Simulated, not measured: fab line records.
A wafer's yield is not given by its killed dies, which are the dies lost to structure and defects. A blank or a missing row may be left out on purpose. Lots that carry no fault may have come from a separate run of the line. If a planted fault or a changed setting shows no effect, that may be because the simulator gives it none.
fab line records	flow berkeley_cmos170
record lots=14	wafers=42	last_day=9
route steps=331 shown WELLDRIVE@57 PFIELD@88 PVT@122
lots that met no fault: from a run of the same line without faults
start_h: the number of hours between the record's first day and the start of the first shown wafer of the lot	wait_h: how many hours have passed since the lot's step before this one	" as in the row above	L1.1+2: a row that stands for several wafers	- value missing, or start not given	* or withheld: withheld	< > ~ a bound
route shown NAME@n: NAME is a module with steps in the file, n the number in the route of the first one	usual: mean/standard deviation of fault-free wafers	same: alike in all rows	chamber/n: place in a boat	sites: each site's reading	_std_site: standard deviation across them	_edge_site: outer sites' mean less inner sites'	radius_mm: for every site, how far away it sits from the centre of the wafer	mask NAME#n: copy n	behind: tool/chamber where the wafer was last shaped	hold: reason for holding the lot/hours on hold/outcome of the hold	device: the transistor (n, p or np) that didn't switch	end of line: the route-end tests of the same wafers	step lacking rows: just its recipe	killed: dies lost to structure and defects at the first sort, not the wafer's yield	map: per-die view of a wafer (x killed, . not killed, _ where there is no die)
set.NAME: setting as actually run; set.NAME@STEP: the setting as run at that earlier step	model.NAME: the simulator's own value behind a step, which no gauge read
one table for each step of the route and one row for each wafer, over a sample of lots
services: when a tool's chamber went out of use (start_h, in hours from the record's first day, below 0 if earlier), for how many hours, and the reason
## steps
# step UCB170_WELLDRIVE_THK_MEAS_02
# recipe reads=SiO2_of_WELLDRIVE_OXIDATION_01
# usual WELLDRIVE_OXIDE_THK=199/4
lot.wafer	tool	chamber	start_h	wait_h	WELLDRIVE_OXIDE_THK[nm]
L202.1	film_metro-02	-	61.43	0.0	208
L202.4	"	-	"	"	211
L202.5	"	-	"	"	208
L204.2	film_metro-04	-	65.46	0.0	199
L204.4	"	-	"	"	200
L204.6	"	-	"	"	198
L203.3	film_metro-03	-	65.47	0.0	204
L203.4	"	-	"	"	204
L203.6	"	-	"	"	206
L205.2	film_metro-04	-	70.15	0.0	199
L205.3	"	-	"	"	198
L205.4	"	-	"	"	200
L206.2	film_metro-04	-	76.33	0.0	190
L206.4	"	-	"	"	192
L206.5	"	-	"	"	195
L207.3	film_metro-03	-	76.34	0.0	195
L207.5	"	-	"	"	193
L207.6	"	-	"	"	195
L208.2	film_metro-04	-	87.15	0.0	205
L208.3	"	-	"	"	204
L208.4	"	-	"	"	205
L209.1	film_metro-02	-	98.14	0.0	196
L209.2	"	-	"	"	194
L209.6	"	-	"	"	190
L210.2	film_metro-03	-	98.15	0.0	203
L210.4	"	-	"	"	199
L210.6	"	-	"	"	198
L211.2	film_metro-02	-	104.08	0.0	198
L211.3	"	-	"	"	200
L211.6	"	-	"	"	197
L212.2	film_metro-04	-	104.08	0.0	200
L212.4	"	-	"	"	198
L212.5	"	-	"	"	200
L213.1	film_metro-04	-	109.97	0.0	199
L213.2	"	-	"	"	201
L213.6	"	-	"	"	201
L214.3	film_metro-02	-	109.99	0.0	201
L214.4	"	-	"	"	200
L214.5	"	-	"	"	201
L215.1	film_metro-04	-	119.36	0.0	200
L215.2	"	-	"	"	198
L215.3	"	-	"	"	201
# step UCB170_PFIELD_TW_MEAS_09
# usual PFIELD_TW=603.9/2.6
lot.wafer	tool	chamber	start_h	wait_h	PFIELD_TW
L202.1	film_metro-01	-	80.30	0.1	605.0
L202.4	"	-	"	"	605.9
L202.5	"	-	"	"	606.4
L203.3	film_metro-04	-	82.82	0.1	602.7
L203.4	"	-	"	"	599.4
L203.6	"	-	"	"	603.6
L204.2	film_metro-04	-	83.93	0.2	598.9
L204.4	"	-	"	"	600.1
L204.6	"	-	"	"	600.9
L205.2	film_metro-04	-	86.51	0.1	599.0
L205.3	"	-	"	"	600.5
L205.4	"	-	"	"	599.6
L207.3	film_metro-01	-	88.75	0.1	607.8
L207.5	"	-	"	"	603.8
L207.6	"	-	"	"	604.0
L206.2	film_metro-03	-	89.02	0.1	605.5
L206.4	"	-	"	"	605.0
L206.5	"	-	"	"	602.9
L208.2	film_metro-03	-	102.22	0.1	602.6
L208.3	"	-	"	"	601.0
L208.4	"	-	"	"	602.6
L210.2	film_metro-01	-	117.40	0.1	608.0
L210.4	"	-	"	"	604.0
L210.6	"	-	"	"	603.9
L209.1	film_metro-03	-	117.60	0.1	600.4
L209.2	"	-	"	"	602.0
L209.6	"	-	"	"	602.9
L211.2	film_metro-01	-	124.90	0.1	605.8
L211.3	"	-	"	"	600.0
L211.6	"	-	"	"	603.5
L212.2	film_metro-03	-	124.99	0.1	606.9
L212.4	"	-	"	"	608.3
L212.5	"	-	"	"	607.7
L214.3	film_metro-03	-	126.01	0.1	604.4
L214.4	"	-	"	"	606.6
L214.5	"	-	"	"	605.5
L213.1	film_metro-01	-	126.34	0.1	603.3
L213.2	"	-	"	"	608.1
L213.6	"	-	"	"	607.2
L215.1	film_metro-01	-	137.88	0.1	605.0
L215.2	"	-	"	"	603.3
L215.3	"	-	"	"	603.0
# step UCB170_PVT_IMPLANT_07
# recipe species=P	dose_cm2=2e+12	energy_kev=30	tilt_deg=7
# usual end_station_pressure_torr=5.04e-06/2.6e-07	implant_ion_amu=31/0
lot.wafer	tool	chamber	start_h	wait_h	end_station_pressure_torr	implant_ion_amu
L202.1	implanter-04	0	107.63	0.0	5.08e-06	31
L202.4	"	0	"	"	5.51e-06	31
L202.5	"	0	"	"	5.04e-06	31
L204.2	implanter-04	0	111.10	0.0	4.76e-06	31
L204.4	"	0	"	"	5.03e-06	31
L204.6	"	0	"	"	5.33e-06	31
L203.3	implanter-02	0	111.61	0.1	5e-06	31
L203.4	"	0	"	"	5.46e-06	31
L203.6	"	0	"	"	5.25e-06	31
L205.2	implanter-02	0	118.28	0.0	4.4e-06	31
L205.3	"	0	"	"	5.16e-06	31
L205.4	"	0	"	"	4.93e-06	31
L206.2	implanter-04	0	118.44	0.0	5.44e-06	31
L206.4	"	0	"	"	5.24e-06	31
L206.5	"	0	"	"	5.38e-06	31
L207.3	implanter-01	0	118.74	0.1	5.24e-06	31
L207.5	"	0	"	"	4.68e-06	31
L207.6	"	0	"	"	4.7e-06	31
L208.2	implanter-01	0	135.24	0.0	4.88e-06	31
L208.3	"	0	"	"	4.97e-06	31
L208.4	"	0	"	"	5.52e-06	31
L209.1	implanter-01	0	145.91	0.0	4.51e-06	31
L209.2	"	0	"	"	5.35e-06	31
L209.6	"	0	"	"	4.73e-06	31
L210.2	implanter-04	0	146.17	0.0	4.58e-06	31
L210.4	"	0	"	"	5.66e-06	31
L210.6	"	0	"	"	4.97e-06	31
L211.2	implanter-01	0	155.14	0.0	4.71e-06	31
L211.3	"	0	"	"	4.88e-06	31
L211.6	"	0	"	"	5.31e-06	31
L214.3	implanter-04	0	155.51	0.1	4.82e-06	11
L214.4	"	0	"	"	5.1e-06	11
L214.5	"	0	"	"	4.97e-06	11
L212.2	implanter-02	0	155.76	0.0	5.2e-06	11
L212.4	"	0	"	"	4.85e-06	11
L212.5	"	0	"	"	4.99e-06	11
L213.1	implanter-01	0	155.84	0.0	5.51e-06	11
L213.2	"	0	"	"	4.82e-06	11
L213.6	"	0	"	"	5.1e-06	11
L215.1	implanter-02	0	168.15	0.0	4.59e-06	11
L215.2	"	0	"	"	5.16e-06	11
L215.3	"	0	"	"	5.25e-06	11
# step UCB170_PVT_STRIP_08
# recipe chemistry=O2	power_w=400	pressure_mtorr=3500	platen_temp_c=withheld	o2_flow_sccm=400	overash_fraction=0.5
# usual drypump_motor_current_A=5.5/0.46	oes_product_au=0.734/0.0042	strip_time_to_endpoint_s=21.63/0.056
lot.wafer	tool	chamber	start_h	wait_h	drypump_motor_current_A	oes_product_au	rf_hours_counter_h	strip_time_to_endpoint_s
L202.1	plasma_asher-03	0	107.78	0.1	5.7	0.741	39	21.63
L202.4	"	1	"	"	5.6	0.732	-	21.61
L202.5	"	1	"	"	5.6	0.735	-	21.62
L204.2	plasma_asher-03	0	111.23	0.1	5.7	0.729	39	21.69
L204.4	"	0	"	"	5.7	0.734	-	21.64
L204.6	"	1	"	"	5.6	0.730	-	21.62
L203.3	plasma_asher-03	0	111.76	0.1	5.7	0.739	-	21.69
L203.4	"	1	"	"	5.6	0.732	-	21.68
L203.6	"	1	"	"	5.6	0.736	-	21.67
L205.2	plasma_asher-03	1	118.41	0.1	5.6	0.729	40	21.56
L205.3	"	0	"	"	5.7	0.733	-	21.64
L205.4	"	1	"	"	5.7	0.734	-	21.64
L206.2	plasma_asher-02	0	118.57	0.1	5.9	0.735	0	21.61
L206.4	"	1	"	"	4.6	0.736	-	21.60
L206.5	"	0	"	"	5.9	0.737	-	21.55
L207.3	plasma_asher-03	1	118.87	0.1	5.6	0.741	-	21.64
L207.5	"	1	"	"	5.6	0.737	-	21.63
L207.6	"	0	"	"	5.7	0.735	-	21.67
L208.2	plasma_asher-04	1	135.37	0.1	5.7	0.737	34	21.74
L208.3	"	1	"	"	5.7	0.733	-	21.76
L208.4	"	0	"	"	5.6	0.737	-	21.66
L209.1	plasma_asher-04	0	146.06	0.1	5.6	0.734	35	21.53
L209.2	"	1	"	"	5.7	0.734	35	21.55
L209.6	"	0	"	"	5.5	0.735	-	21.60
L210.2	plasma_asher-02	0	146.29	0.1	5.9	0.731	3	21.59
L210.4	"	0	"	"	5.9	0.733	-	21.62
L210.6	"	0	"	"	5.9	0.739	-	21.60
L211.2	plasma_asher-03	0	155.27	0.1	5.7	0.736	44	21.56
L211.3	"	1	"	"	5.6	0.739	-	21.54
L211.6	"	1	"	"	5.6	0.738	-	21.55
L214.3	plasma_asher-02	0	155.64	0.1	5.9	0.730	-	21.63
L214.4	"	1	"	"	4.6	0.735	-	21.65
L214.5	"	1	"	"	4.6	0.735	-	21.63
L212.2	plasma_asher-02	1	155.88	0.1	4.6	0.730	5	21.59
L212.4	"	1	"	"	4.6	0.740	-	21.52
L212.5	"	0	"	"	5.9	0.737	-	21.64
L213.1	plasma_asher-04	1	155.99	0.1	5.7	0.741	36	21.79
L213.2	"	0	"	"	5.6	0.726	36	21.77
L213.6	"	0	"	"	5.6	0.729	-	21.75
L215.1	plasma_asher-02	1	168.30	0.1	4.6	0.740	6	21.70
L215.2	"	0	"	"	5.9	0.744	6	21.66
L215.3	"	0	"	"	5.9	0.732	-	21.58
# step UCB170_PVT_TW_MEAS_09
# usual PVT_TW=509.2/2.5
lot.wafer	tool	chamber	start_h	wait_h	hold	PVT_TW
L202.1	film_metro-02	-	107.88	0.1	-	511.1
L202.4	"	-	"	"	-	516.1
L202.5	"	-	"	"	-	511.9
L204.2	film_metro-01	-	111.34	0.1	-	508.9
L204.4	"	-	"	"	-	506.0
L204.6	"	-	"	"	-	508.0
L203.3	film_metro-02	-	111.84	0.1	-	514.2
L203.4	"	-	"	"	-	510.1
L203.6	"	-	"	"	-	509.7
L205.2	film_metro-02	-	118.52	0.1	-	515.9
L205.3	"	-	"	"	-	511.2
L205.4	"	-	"	"	-	514.7
L206.2	film_metro-04	-	118.68	0.1	-	507.5
L206.4	"	-	"	"	-	508.3
L206.5	"	-	"	"	-	507.2
L207.3	film_metro-04	-	118.96	0.1	-	509.5
L207.5	"	-	"	"	-	507.5
L207.6	"	-	"	"	-	508.2
L208.2	film_metro-04	-	135.48	0.1	-	509.9
L208.3	"	-	"	"	-	509.4
L208.4	"	-	"	"	-	508.5
L209.1	film_metro-01	-	146.25	0.2	-	508.2
L209.2	"	-	"	"	-	508.7
L209.6	"	-	"	"	-	510.0
L210.2	film_metro-04	-	146.40	0.1	-	510.7
L210.4	"	-	"	"	-	508.6
L210.6	"	-	"	"	-	509.3
L211.2	film_metro-02	-	155.38	0.1	-	510.9
L211.3	"	-	"	"	-	508.1
L211.6	"	-	"	"	-	505.5
L214.3	film_metro-02	-	155.73	0.1	await_dispo/0.2h/release	259.9
L214.4	"	-	"	"	await_dispo/0.2h/release	259.3
L214.5	"	-	"	"	await_dispo/0.2h/release	260.9
L214.3	film_metro-02	-	155.96	0.2	-	260.0
L214.4	"	-	"	"	-	259.2
L214.5	"	-	"	"	-	261.1
L212.2	film_metro-02	-	155.99	0.1	await_dispo/0.2h/release	258.2
L212.4	"	-	"	"	await_dispo/0.2h/release	259.5
L212.5	"	-	"	"	await_dispo/0.2h/release	260.0
L212.2	film_metro-02	-	156.22	0.2	-	261.2
L212.4	"	-	"	"	-	261.6
L212.5	"	-	"	"	-	258.7
L213.1	film_metro-02	-	156.09	0.1	await_dispo/0.2h/release	261.0
L213.2	"	-	"	"	await_dispo/0.2h/release	260.9
L213.6	"	-	"	"	await_dispo/0.2h/release	260.7
L213.1	film_metro-02	-	156.36	0.3	-	259.6
L213.2	"	-	"	"	-	260.1
L213.6	"	-	"	"	-	260.5
L215.1	film_metro-04	-	168.40	0.1	await_dispo/0.2h/release	259.9
L215.2	"	-	"	"	await_dispo/0.2h/release	258.4
L215.3	"	-	"	"	await_dispo/0.2h/release	257.1
L215.1	film_metro-04	-	168.62	0.2	-	257.6
L215.2	"	-	"	"	-	258.0
L215.3	"	-	"	"	-	258.5
## services
tool	chamber	start_h	hours	kind
implanter-02	-	83.80	3.7	repair
implanter-02	-	87.20	2.8	repair
implanter-02	-	88.17	4.1	repair
implanter-02	-	96.70	2.7	repair
plasma_asher-02	-	108.75	9.0	pm
plasma_asher-02	0	108.75	9.0	vent_cycle
plasma_asher-02	1	108.75	9.0	vent_cycle
plasma_asher-02	0	117.75	-	clean
plasma_asher-02	1	117.75	-	clean
implanter-01	-	119.29	1.3	repair
implanter-02	-	131.06	6.6	pm
plasma_asher-03	-	135.26	1.9	repair
## key
first_sign step=UCB170_PVT_IMPLANT_07	reading=implant_ion_amu	direction=down	sigmas=99+	usual=31	struck=11
effect step=UCB170_PVT_TW_MEAS_09	reading=visit	direction=added
effect step=UCB170_PVT_TW_MEAS_09	reading=PVT_TW	direction=down	sigmas=99+	usual=509.2	struck=259.6
met_at UCB170_PVT_IMPLANT_07
struck_lots L212,L213,L214,L215
scrapped_behind UCB170_PVT_TW_MEAS_09 L212.2,L212.4,L212.5,L213.1,L213.2,L213.6,L214.3,L214.4,L214.5,L215.1,L215.2,L215.3
not_acting_at UCB170_WELLDRIVE_THK_MEAS_02,UCB170_PFIELD_TW_MEAS_09,UCB170_PVT_STRIP_08
onset_between 155.14 155.51
fault kind=wrong_recipe_download	tool=implanter-01,implanter-02,implanter-04	chamber=-	onset_h=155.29	steps=UCB170_PVT_IMPLANT_07	wrong_recipe.not_listed=1
